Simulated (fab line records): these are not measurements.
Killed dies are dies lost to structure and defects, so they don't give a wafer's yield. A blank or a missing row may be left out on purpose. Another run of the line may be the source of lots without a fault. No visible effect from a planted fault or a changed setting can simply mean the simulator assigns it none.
Problem report, 8D (eight disciplines) form, completed by code ; flow rit_cmos ; the parts of the form that need people (team, actions taken, sign-off) are left out

## 1. THE ISSUE
run_length_s at RIT_GATE_ETCH_19 reads a mean of 151.8 s on 2 wafers of 2 lots; wafers without a fault read 193.2 s with a standard deviation of 0.52. Relative to the usual mean, that is a shift of -80 standard deviations.
The step: etches poly-Si in SF6/CHF3/O2, stops on SiO2, time 165 s, target depth 312.5 nm.
Earliest sighting: wafer L335.4 on rie_si-02 at day 4 01:19. The record holds 42 wafers of 14 lots with a number at this step. The rule behind "out" and "out of limits": a value lying over 4 standard deviations away from the usual mean. The rest of the wafers with a number are treated as sound.

## 2. WHAT IT IS; WHAT IT IS NOT
question;is;is not
which readings at this step;run_length_s, oes_product_au;drypump_motor_current_A, throttle_valve_pct
which lots;L335, L337;L328, L329, L331, L332, L333, L334, L338, L342, L344, L348, L350, L351
which wafers of those lots;L335.4, L337.3;L335.3, L335.6, L337.4, L337.6
read on which tools;rie_si-02;rie_si-01
when;from day 4 01:19;"up to then (20 sound wafers); but 20 sound wafers of L337, L338, L342, L344, L348, L350, L351 came after"

## 3. SUSPECTS, AND WHAT RULES EACH OUT
Counting: any tool at a process step up to the reading remains a suspect provided it ran every lot that is out. Sound lots after the first of them don't rule it out here, since some wafers of a struck lot are sound.
- rie_si-02 at RIT_GATE_ETCH_19 (etches poly-Si in SF6/CHF3/O2, stops on SiO2, time 165 s, target depth 312.5 nm): kept. Every lot that is out went through it, the first being L335 (day 4 01:19); the last sound lot it ran before that was L333 (day 3 21:15). Its own readings are out on those wafers: oes_product_au, run_length_s.
- rie_si-02, RIT_GATE_ETCH_19: wafers that are out in chamber 3, sound lot-mates in chambers 0, 1, 2.
The count leaves rie_si-02 at RIT_GATE_ETCH_19.

## 4. THE CAUSE (what the simulator had put in)
rie_si-02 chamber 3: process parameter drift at RIT_GATE_ETCH_19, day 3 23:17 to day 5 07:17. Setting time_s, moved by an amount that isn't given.
This tool alone remained once counting was done.

## 5. SEQUENCE OF EFFECTS, ordered by route
One row per reading whose mean, taken over the struck wafers that have a number, lies over 3 standard deviations from the usual. Scope: only readings with a usual standard deviation given in the record; hours: median across lots of the time from each lot's start at the first step in this table that gives one to its start at this step; sigmas: change in usual standard deviations.
hours;step;reading;usual;on struck wafers;change;sigmas
0;RIT_GATE_ETCH_19;oes_product_au;0.842 a.u.;0.978;+0.136;+7.6
0;RIT_GATE_ETCH_19;run_length_s;193.2 s;151.8;-41.3;-80
21;RIT_M1_PROBE_99;killed_at_front_end;6.6;229.0;+222.4;+77
21;RIT_M1_PROBE_99;killed_dies;6.6;229.0;+222.4;+74
21;RIT_M1_PROBE_99;killed_on_rim;1.7;70.0;+68.3;+49
Its process steps:
- RIT_GATE_ETCH_19: etches poly-Si in SF6/CHF3/O2, stops on SiO2, time 165 s, target depth 312.5 nm.
- RIT_M1_PROBE_99

## 6. HOW IT WOULD HAVE BEEN CAUGHT EARLIER
The fault began at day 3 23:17; the first out-of-limits reading in this record came at day 4 01:19, 2 hours later.
